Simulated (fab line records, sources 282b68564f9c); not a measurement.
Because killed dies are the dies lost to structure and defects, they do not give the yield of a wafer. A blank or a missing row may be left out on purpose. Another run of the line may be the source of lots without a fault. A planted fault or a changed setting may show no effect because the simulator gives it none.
Which of the tools did it? + flow ritCmos + 15 lots, 45 wafers sampled, at 5 steps of a route of 202

## WHAT EACH GAUGE READ, for each wafer
RIT_PSD_OVL_MEAS_06. Usual: PSD_OVL -0.2 nm, standard deviation 1.4.
| lot  | measured    | on         | PSD_OVL (nm)   | flag |
|------|-------------|------------|----------------|------|
| L589 | day 3 11:38 | overlay-01 | -0.3 -1.4 0.9  |      |
| L590 | day 3 16:56 | overlay-01 | -0.4 2.0 1.4   |      |
| L591 | day 3 23:32 | overlay-01 | 1.6 0.2 1.3    |      |
| L592 | day 4 03:43 | overlay-01 | -4.0 -1.0 -2.9 |      |
| L593 | day 4 08:55 | overlay-02 | -3.5 -0.8 -2.4 |      |
| L594 | day 4 12:20 | overlay-01 | 0.9 -1.0 -0.8  |      |
| L595 | day 4 17:26 | overlay-02 | -1.6 -0.3 0.6  |      |
| L596 | day 5 01:37 | overlay-02 | -0.9 0.4 -0.5  |      |
| L597 | day 5 03:24 | overlay-01 | 1.7 0.5 2.4    |      |
| L598 | day 5 09:19 | overlay-01 | -0.5 -0.2 -0.1 |      |
| L602 | day 6 05:23 | overlay-02 | -1.1 -1.4 0.3  |      |
| L603 | day 6 09:05 | overlay-01 | 1.3 -0.9 -1.7  |      |
| L604 | day 6 11:01 | overlay-02 | 1.4 0.6 -1.4   |      |
| L605 | day 6 18:35 | overlay-01 | 0.4 0.4 -1.7   |      |
| L607 | day 7 04:51 | overlay-01 | -2.6 -2.2 -1.9 |      |

RIT_M1_CD_MEAS_09: target cd 2600 nm. Usual: 2600.5 nm for cdNm, sd 1.9.
| lot  | measured    | on       | cdNm (nm)                                 | flag |
|------|-------------|----------|-------------------------------------------|------|
| L589 | day 3 17:24 | cdSem-01 | 2599.8 2603.5 2602.7                      |      |
| L590 | day 3 22:40 | cdSem-02 | 2600.5 2601.6 2599.3                      |      |
| L591 | day 4 05:16 | cdSem-02 | 2603.1 2601.4 2603.3                      |      |
| L592 | day 4 09:18 | cdSem-01 | 2599.2 2598.8 2598.3                      |      |
| L593 | day 4 14:44 | cdSem-02 | 2598.3 2601.1 2598.0                      |      |
| L594 | day 4 18:03 | cdSem-02 | 2598.8 2599.1 2597.9                      |      |
| L595 | day 4 23:07 | cdSem-02 | 2604.2 2603.6 2603.1                      |      |
| L596 | day 5 07:46 | cdSem-01 | 2604.4 2605.4 2603.4                      |      |
| L597 | day 5 09:18 | cdSem-01 | 2601.9 2599.5 2601.9                      |      |
| L598 | day 5 15:04 | cdSem-01 | 2600.7 2601.9 2601.3                      |      |
| L602 | day 6 11:09 | cdSem-01 | 2599.7 2601.7 2600.0                      |      |
| L603 | day 6 14:49 | cdSem-01 | 2594.9 2599.3 2597.8                      |      |
| L604 | day 6 16:51 | cdSem-02 | 2639.8 2638.6 2637.4 2639.7 2638.7 2637.2 | OFF  |
| L605 | day 7 00:26 | cdSem-02 | 2640.1 2642.7 2642.0 2640.1 2642.6 2641.9 | OFF  |
| L607 | day 7 10:49 | cdSem-01 | 2632.8 2635.4 2633.8 2632.2 2635.4 2633.5 | OFF  |

## EACH LOT AND THE TOOL THAT RAN IT (in order: tool; ch and the chambers of the sampled wafers; start)
| lot  | RIT_CONTACT_ETCH_11              | RIT_CONTACT_STRIP_12               | RIT_M1_DEVELOP_08               |
|------|----------------------------------|------------------------------------|---------------------------------|
| L589 | rieDiel-02 ch 1,3, day 3 15:09   | plasmaAsher-03 ch 0,1, day 3 15:21 | lithoTrack-02 ch 0, day 3 17:00 |
| L590 | rieDiel-04 ch 0,2,3, day 3 20:27 | plasmaAsher-03 ch 0,1, day 3 20:39 | lithoTrack-01 ch 0, day 3 22:00 |
| L591 | rieDiel-04 ch 1,2,3, day 4 03:04 | plasmaAsher-01 ch 0,1, day 4 03:16 | lithoTrack-02 ch 0, day 4 05:00 |
| L592 | rieDiel-02 ch 1,2,3, day 4 07:05 | plasmaAsher-01 ch 0,1, day 4 07:17 | lithoTrack-04 ch 0, day 4 09:00 |
| L593 | rieDiel-03 ch 0,1,2, day 4 12:25 | plasmaAsher-04 ch 0,1, day 4 12:36 | lithoTrack-02 ch 0, day 4 14:00 |
| L594 | rieDiel-03 ch 0,1,2, day 4 15:50 | plasmaAsher-01 ch 0,1, day 4 16:02 | lithoTrack-01 ch 0, day 4 17:00 |
| L595 | rieDiel-04 ch 0,1,3, day 4 20:50 | plasmaAsher-04 ch 0,1, day 4 21:02 | lithoTrack-02 ch 0, day 4 22:00 |
| L596 | rieDiel-02 ch 0,1,3, day 5 05:01 | plasmaAsher-01 ch 0,1, day 5 05:13 | lithoTrack-01 ch 0, day 5 07:00 |
| L597 | rieDiel-04 ch 0,1,2, day 5 06:56 | plasmaAsher-03 ch 1, day 5 07:08   | lithoTrack-02 ch 0, day 5 09:00 |
| L598 | rieDiel-03 ch 0,1,2, day 5 12:49 | plasmaAsher-04 ch 0,1, day 5 13:04 | lithoTrack-01 ch 0, day 5 14:00 |
| L602 | rieDiel-03 ch 1,2,3, day 6 08:48 | plasmaAsher-04 ch 0,1, day 6 08:59 | lithoTrack-02 ch 0, day 6 10:00 |
| L603 | rieDiel-02 ch 0,2, day 6 12:36   | plasmaAsher-01 ch 0,1, day 6 12:48 | lithoTrack-04 ch 0, day 6 14:00 |
| L604 | rieDiel-04 ch 0,1,2, day 6 14:31 | plasmaAsher-04 ch 0,1, day 6 14:43 | lithoTrack-04 ch 0, day 6 16:00 |
| L605 | rieDiel-02 ch 0,2,3, day 6 22:06 | plasmaAsher-04 ch 0,1, day 6 22:17 | lithoTrack-04 ch 0, day 7 00:00 |
| L607 | rieDiel-03 ch 0,1,2, day 7 08:26 | plasmaAsher-04 ch 0,1, day 7 08:37 | lithoTrack-04 ch 0, day 7 10:00 |
- RIT_CONTACT_ETCH_11: etches SiO2 in CHF3/CF4/Ar, stops on TiSi2, target depth 480 nm, time 320 s.
- RIT_CONTACT_STRIP_12: strips in O2, time 180 s.
- RIT_M1_DEVELOP_08: develop time 68 s.

## WHAT THE TOOLS THEMSELVES READ (means of the sampled wafers that have a number; where no wafer has one, the mark that the record gives instead)
RIT_CONTACT_ETCH_11. Usual: drypumpMotorCurrentA 5.7 A, standard deviation 0.48; oesProductAu 0.989 a.u., standard deviation 0.016; throttleValvePct 8.87 %, standard deviation 0.11.
| lot  | tool       | drypumpMotorCurrentA (A) | oesProductAu (a.u.) | throttleValvePct (%) | flag |
|------|------------|--------------------------|---------------------|----------------------|------|
| L589 | rieDiel-02 | 5.7                      | 0.970               | 8.88                 |      |
| L590 | rieDiel-04 | 6.1                      | 0.986               | 8.87                 |      |
| L591 | rieDiel-04 | 6.1                      | 0.981               | 8.84                 |      |
| L592 | rieDiel-02 | 5.4                      | 0.984               | 8.86                 |      |
| L593 | rieDiel-03 | 5.5                      | 0.991               | 8.99                 |      |
| L594 | rieDiel-03 | 5.5                      | 0.991               | 8.98                 |      |
| L595 | rieDiel-04 | 5.9                      | 0.983               | 8.82                 |      |
| L596 | rieDiel-02 | 5.8                      | 0.985               | 8.89                 |      |
| L597 | rieDiel-04 | 6.0                      | 0.986               | 8.81                 |      |
| L598 | rieDiel-03 | 5.5                      | 0.989               | 8.98                 |      |
| L602 | rieDiel-03 | 5.2                      | 0.983               | 8.84                 |      |
| L603 | rieDiel-02 | 5.6                      | 1.006               | 8.82                 |      |
| L604 | rieDiel-04 | 6.0                      | 0.986               | 8.80                 |      |
| L605 | rieDiel-02 | 5.8                      | 0.991               | 8.84                 |      |
| L607 | rieDiel-03 | 5.5                      | 0.985               | 8.97                 |      |

RIT_CONTACT_STRIP_12. Usual: 5.6 A for drypumpMotorCurrentA, sd 0.42.
| lot  | tool           | drypumpMotorCurrentA (A) | flag |
|------|----------------|--------------------------|------|
| L589 | plasmaAsher-03 | 5.3                      |      |
| L590 | plasmaAsher-03 | 5.2                      |      |
| L591 | plasmaAsher-01 | 5.2                      |      |
| L592 | plasmaAsher-01 | 5.2                      |      |
| L593 | plasmaAsher-04 | 5.8                      |      |
| L594 | plasmaAsher-01 | 5.5                      |      |
| L595 | plasmaAsher-04 | 5.8                      |      |
| L596 | plasmaAsher-01 | 5.2                      |      |
| L597 | plasmaAsher-03 | 5.2                      |      |
| L598 | plasmaAsher-04 | 5.8                      |      |
| L602 | plasmaAsher-04 | 5.8                      |      |
| L603 | plasmaAsher-01 | 5.5                      |      |
| L604 | plasmaAsher-04 | 5.8                      |      |
| L605 | plasmaAsher-04 | 5.8                      |      |
| L607 | plasmaAsher-04 | 5.8                      |      |

## THE ANSWER, worked out from the rows above alone
Rule: a lot counts as off when the mean over its wafers that have a number is more than 3 standard deviations away from the usual mean. Also off: a lot with no number at a reading for which 4 or more lots have one. The other lots that the step has rows for count as sound. Order of review: gauges by route order, followed by the tools' own readings, for which a lot's mean as printed above is used. The first step at which some lot is off is used, and at that step the reading that is off furthest; a lot without a number counts as furthest.
Off, at RIT_M1_CD_MEAS_09 on cdNm: L604, L605, L607.
If a tool, at a process step before that reading, ran all the lots that are off and no sound lot after the first of them, it fits. Gauges at RIT_M1_CD_MEAS_09: tried the same way as those tools. 2 tools fit, plasmaAsher-04 at RIT_CONTACT_STRIP_12 and lithoTrack-04 at RIT_M1_DEVELOP_08, so this cannot tell which one it is.

## WHAT HAD BEEN PUT IN BY THE SIMULATOR
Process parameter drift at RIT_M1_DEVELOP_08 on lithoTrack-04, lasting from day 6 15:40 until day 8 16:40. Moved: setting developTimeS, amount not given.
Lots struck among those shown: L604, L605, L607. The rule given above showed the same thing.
